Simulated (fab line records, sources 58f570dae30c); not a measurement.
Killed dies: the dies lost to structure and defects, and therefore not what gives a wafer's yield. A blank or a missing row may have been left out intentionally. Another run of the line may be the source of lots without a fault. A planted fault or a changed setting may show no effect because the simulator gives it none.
A lot that was struck, set against a sound lot | flow berkeleyCmos170 | 14 steps out of a route of 331
Sound: these wafers, L966.1, L966.2, L966.3. Wafers struck: L972.2, L972.3, L972.6. The cause is given at the end.
For every step that has rows: the tool of each side, followed by ch and its chambers, followed by its first start. Under that, the readings that differ: sound wafers | struck wafers | difference of the means | sigmas: that difference in standard deviations of wafers without a fault.
alike: same words and numbers on both sides, and readings whose means sit less than 2 such deviations apart. not compared: any withheld reading, any reading some wafer has no value for, any bound like >300 that may hide the same value, and any number with overlapping values for which the record gives no deviation.
The two part at a step that has a row with sigmas, a row that says differs or no value, or rows on one side only. Numbers that have no deviation but don't overlap get no sigmas and don't part them. A reading missing from all wafers of one side parts the sides only when that side holds two or more wafers.

first, 1 step without rows for these wafers: UCB170_PSD_DEVELOP_05 (develop time 45 s).
UCB170_PSD_CD_MEAS_06: target cd 1200 nm.
  sound: cdSem-01 at day 8 21:41; struck: cdSem-02 at day 9 16:32
reading   | sound                | struck               | difference | sigmas
cdNm (nm) | 1202.1 1200.1 1201.2 | 1198.7 1196.8 1197.7 | -3.4       | -2
UCB170_PSD_OVL_MEAS_07:
  sound: overlay-01 at day 8 21:49; struck: overlay-01 at day 9 16:38
  alike: PSD_OVL
then, 1 step without rows for these wafers: UCB170_PSD_IMPLANT_08.
UCB170_PSD_STRIP_09: strips in O2.
  sound on plasmaAsher-02 ch 0,1, day 8 22:06; struck on plasmaAsher-03 ch 0,1, day 9 16:49
  alike: drypumpMotorCurrentA, oesProductAu, stripTimeToEndpointS
  not compared: rfHoursCounterH
UCB170_PSD_TW_MEAS_10:
  sound: filmMetro-02 at day 8 22:12; struck: filmMetro-03 at day 9 16:55
  alike: PSD_TW
then, 6 steps without rows for these wafers: UCB170_PSD_CLEAN_11 (cleans in SPM, time 600 s); UCB170_NSD_HMDS_00 (prime time 60 s); UCB170_NSD_COAT_01 (resist thk 900 nm); UCB170_NSD_SOFTBAKE_02 (time 60 s); UCB170_NSD_EXPOSE_03 (exposes mask NSELECT MOD, target cd 1200 nm); UCB170_NSD_PEB_04.
UCB170_NSD_DEVELOP_05: develop time 45 s.
  sound on lithoTrack-01 ch 0, day 9 00:00; struck on lithoTrack-03, day 9 18:00
  no value came back on the struck wafers for chillPlateTempC (C), developTimeS (s); on the sound wafers chillPlateTempC (C) reads 22.97 22.93 23.01
reading                             | sound           | struck            | difference | sigmas
model.KrF_of_NSD_COAT_01.thkNm (nm) | 879.6 884.7 883 | 902.6 900.7 902.8 | +19.6      | 
UCB170_NSD_CD_MEAS_06: target cd 1200 nm.
  sound: cdSem-02 at day 9 00:17; struck: cdSem-01 at day 9 18:31
reading   | sound                | struck | difference                    | sigmas
cdNm (nm) | 1202.3 1200.7 1201.1 | - - -  | no value on the struck wafers | 

== WHERE THEY PART ==
At UCB170_PSD_CD_MEAS_06 first; at UCB170_NSD_CD_MEAS_06 last (within this record only).

WHY: what the simulator had put in
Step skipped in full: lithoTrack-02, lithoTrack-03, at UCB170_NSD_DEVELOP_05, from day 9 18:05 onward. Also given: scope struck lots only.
